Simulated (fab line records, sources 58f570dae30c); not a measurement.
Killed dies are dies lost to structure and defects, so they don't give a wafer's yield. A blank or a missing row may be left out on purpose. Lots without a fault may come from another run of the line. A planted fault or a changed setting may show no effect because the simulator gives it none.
Which tool did it? | flow berkeley_cmos170 | 15 lots, 45 wafers sampled, at 4 steps of a route of 331

WHAT THE GAUGES READ, wafer by wafer
UCB170_NSD_TW_MEAS_10.
lot  | measured     | on            | NSD_TW
L638 | day 7 04:32  | film_metro-02 | 4242 4202 4253
L637 | day 7 04:48  | film_metro-02 | 4223 4236 4240
L644 | day 7 20:31  | film_metro-03 | 4164 4144 4134
L643 | day 7 20:49  | film_metro-01 | 4186 4180 4194
L648 | day 8 21:14  | film_metro-03 | 4156 4132 4169
L647 | day 8 21:31  | film_metro-02 | 4243 4228 4240
L649 | day 8 21:40  | film_metro-02 | 4240 4221 4204
L645 | day 8 21:59  | film_metro-01 | 4165 4183 4168
L653 | day 10 00:07 | film_metro-02 | 4206 4207 4242
L654 | day 10 00:51 | film_metro-02 | 4205 4219 4229
L656 | day 10 04:05 | film_metro-03 | 4151 4170 4156
L652 | day 10 04:16 | film_metro-02 | 4222 4222 4212
L655 | day 10 07:16 | film_metro-01 | 4181 4187 4162
L660 | day 11 07:02 | film_metro-01 | 4180 4151 4184
L659 | day 11 07:12 | film_metro-03 | 4169 4166 4150

UCB170_CONTACT_CD_MEAS_15: target cd 700 nm.
lot  | measured     | on        | cd_nm (nm)
L638 | day 7 11:40  | cd_sem-01 | 699.6 700.7 700.3
L637 | day 7 11:22  | cd_sem-01 | 699.9 698.5 699.5
L644 | day 8 04:40  | cd_sem-01 | 699.6 701.3 700.6
L643 | day 8 04:58  | cd_sem-02 | 699.9 700.5 701.9
L648 | day 9 03:19  | cd_sem-01 | 702.4 700.6 702.9
L647 | day 9 04:58  | cd_sem-02 | - - -
L649 | day 9 05:29  | cd_sem-01 | - - -
L645 | day 9 05:46  | cd_sem-02 | - - -
L653 | day 10 06:31 | cd_sem-02 | 700.0 698.8 698.5
L654 | day 10 07:18 | cd_sem-02 | 699.9 701.3 700.7
L656 | day 10 10:28 | cd_sem-02 | 701.0 702.4 702.0
L652 | day 10 10:35 | cd_sem-01 | 700.8 699.9 701.2
L655 | day 10 16:34 | cd_sem-01 | 699.0 699.1 699.4
L660 | day 11 13:57 | cd_sem-02 | 699.8 699.1 697.7
L659 | day 11 14:02 | cd_sem-02 | 703.6 703.3 703.3

UCB170_CONTACT_CD_MEAS_90: target cd 700 nm.
lot  | measured     | on        | cd_nm (nm)
L638 | day 7 12:05  | cd_sem-02 | 700.6 700.3 701.1
L637 | day 7 11:47  | cd_sem-02 | 700.4 697.7 698.1
L644 | day 8 05:05  | cd_sem-01 | 699.8 700.6 700.2
L643 | day 8 05:23  | cd_sem-02 | 697.8 699.7 701.7
L648 | day 9 03:44  | cd_sem-01 | 700.2 697.9 704.8
L647 | day 9 05:23  | cd_sem-02 | - - -
L649 | day 9 05:55  | cd_sem-01 | - - -
L645 | day 9 06:11  | cd_sem-01 | - - -
L653 | day 10 06:56 | cd_sem-01 | 698.2 696.8 696.7
L654 | day 10 07:43 | cd_sem-01 | 699.4 700.9 700.5
L656 | day 10 10:54 | cd_sem-02 | 701.2 702.8 703.0
L652 | day 10 11:01 | cd_sem-01 | 701.1 699.7 701.2
L655 | day 10 17:01 | cd_sem-01 | 700.2 698.8 700.7
L660 | day 11 14:25 | cd_sem-02 | 699.8 700.3 698.7
L659 | day 11 14:30 | cd_sem-02 | 702.4 704.3 703.3

WHICH TOOL RAN EACH LOT (tool, then ch and the chambers of the sampled wafers, then the start)
lot  | UCB170_CONTACT_PEB_13
L638 | litho_track-02 ch 0, day 7 11:23
L637 | litho_track-02 ch 0, day 7 11:05
L644 | litho_track-02 ch 0, day 8 04:23
L643 | litho_track-02 ch 0, day 8 04:41
L648 | litho_track-04 ch 0, day 9 03:02
L647 | litho_track-03, day 9 04:41
L649 | litho_track-04, day 9 05:13
L645 | litho_track-04, day 9 05:29
L653 | litho_track-04 ch 0, day 10 06:14
L654 | litho_track-04 ch 0, day 10 07:02
L656 | litho_track-03 ch 0, day 10 10:12
L652 | litho_track-02 ch 0, day 10 10:19
L655 | litho_track-04 ch 0, day 10 16:09
L660 | litho_track-03 ch 0, day 11 13:41
L659 | litho_track-04 ch 0, day 11 13:43
- UCB170_CONTACT_PEB_13

WHAT THE TOOLS THEMSELVES READ (means of the sampled wafers that have a number; where no wafer has one, the mark that the record gives instead)
UCB170_CONTACT_PEB_13.
lot  | tool           | chill_plate_temp_C (C) | exhaust_pa (Pa)
L638 | litho_track-02 | 22.97                  | 45.3
L637 | litho_track-02 | 23.03                  | 44.9
L644 | litho_track-02 | 22.96                  | 44.9
L643 | litho_track-02 | 22.94                  | 45.9
L648 | litho_track-04 | 23.05                  | 44.8
L647 | litho_track-03 | -                      | -
L649 | litho_track-04 | -                      | -
L645 | litho_track-04 | -                      | -
L653 | litho_track-04 | 23.02                  | 45.6
L654 | litho_track-04 | 23.03                  | 45.2
L656 | litho_track-03 | 23.02                  | 45.5
L652 | litho_track-02 | 22.95                  | 45.8
L655 | litho_track-04 | 22.92                  | 45.1
L660 | litho_track-03 | 23.14                  | 44.7
L659 | litho_track-04 | 23.13                  | 44.4

THE ANSWER, worked out from the rows above alone
Rule: what is usual is taken from the lots themselves. Put in order of their means at a reading, lots are off if they are a third of the lots or fewer, leave a main group of 4 or more, and stand apart from it by a gap of 3 or more times the standard deviation of the main group's means; of several such gaps the widest counts. A main group whose means are all the same, to the digits that the tables above print for the reading, isn't used. A lot without any number at a reading at which 4 lots or more have one is off too. The other lots that the step has rows for count as sound. The gauges are gone through in route order, then the tools' own readings, and for those a lot's mean is taken as printed above. The first step at which some lot is off is used, and at that step the reading that is off furthest; a lot without a number counts as furthest.
Off: L647, L649, L645, at UCB170_CONTACT_CD_MEAS_15 (cd_nm). Without a number there: L647, L649, L645. The main group: mean 700.5 nm, standard deviation 1.3.
A tool fits if, at a process step before that reading, it ran every lot that is off, and no sound lot after the first of them. The gauges at UCB170_CONTACT_CD_MEAS_15 aren't tried: what is off there is off at UCB170_CONTACT_PEB_13 too, on other tools, and a gauge's error can't cause that. None of those tried fits.

WHAT THE SIMULATOR HAD PUT IN
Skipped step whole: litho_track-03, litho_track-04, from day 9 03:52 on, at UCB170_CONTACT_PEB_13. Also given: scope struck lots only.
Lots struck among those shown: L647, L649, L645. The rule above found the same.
